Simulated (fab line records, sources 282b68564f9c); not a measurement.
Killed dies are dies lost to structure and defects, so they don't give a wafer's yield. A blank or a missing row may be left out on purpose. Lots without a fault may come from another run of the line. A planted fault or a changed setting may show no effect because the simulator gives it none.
Problem report in the 8D (eight disciplines) form, filled by code | flow rit_cmos | the parts of the form that need people (team, actions taken, sign-off) are left out

1. THE PROBLEM
run_length_s at RIT_NWELL_SOFTBAKE_02 reads a mean of 129.54 s on 6 wafers of 2 lots; wafers without a fault read 88.96 s with a standard deviation of 0.16. That is +99 or more standard deviations from the usual mean.
The step: time 60 s.
First seen on wafer L387.1, day 3 16:47, on litho_track-03. The record holds 18 wafers of 6 lots with a number at this step. Rule for "out", or "out of limits": more than 4 standard deviations from the usual mean. The other wafers with a number count as sound.

2. WHAT IT IS AND WHAT IT IS NOT
question                    | is                     | is not
which readings at this step | run_length_s           | heater_power_total_W
which lots                  | L387, L388             | L386, L391, L399, L400
which wafers of those lots  | all that have a number | -
read on which tools         | litho_track-03         | litho_track-01, litho_track-04
when                        | from day 3 16:47       | up to then (3 sound wafers); but 9 sound wafers of L391, L399, L400 came after

3. SUSPECTS, AND WHAT RULES EACH OUT
Counting: a tool at a process step up to the reading stays a suspect if it ran every lot that is out and no sound lot after the first of them.
- litho_track-03 at RIT_NWELL_SOFTBAKE_02 (time 60 s): kept. It ran every lot that is out, first L387 (day 3 16:47), and no sound lot after that; its last sound lot up to then is L386 (day 3 11:40). Its own readings are out on those wafers: run_length_s.
Left after counting: litho_track-03 at RIT_NWELL_SOFTBAKE_02.

4. THE CAUSE (what the simulator had put in)
Process parameter drift: litho_track-03, from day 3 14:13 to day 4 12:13, at RIT_NWELL_SOFTBAKE_02. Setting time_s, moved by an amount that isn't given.
Counting left only this tool.

5. THE CHAIN OF EFFECTS, in route order
Each row: a reading whose mean over the struck wafers that have a number lies more than 3 standard deviations from the usual. Only readings for which the record gives a usual standard deviation are gone through. hours: the time from each lot's start at the first step in this table that gives one to its start at this step, as a median over the lots. sigmas: the change in usual standard deviations.
hours | step                  | reading      | usual   | on struck wafers | change | sigmas
0     | RIT_NWELL_SOFTBAKE_02 | run_length_s | 88.96 s | 129.54           | +40.58 | +99 or more
The process steps in it:
- RIT_NWELL_SOFTBAKE_02: time 60 s.
Later measuring or inspecting steps at which every struck wafer that the step has a row for has a number for every such reading, and none has moved that far: RIT_NWELL_OVL_MEAS_06.

6. WHAT WOULD HAVE CAUGHT IT SOONER
In this record the first reading out of limits was taken at day 3 16:47, 3 hours after the fault began at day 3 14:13.
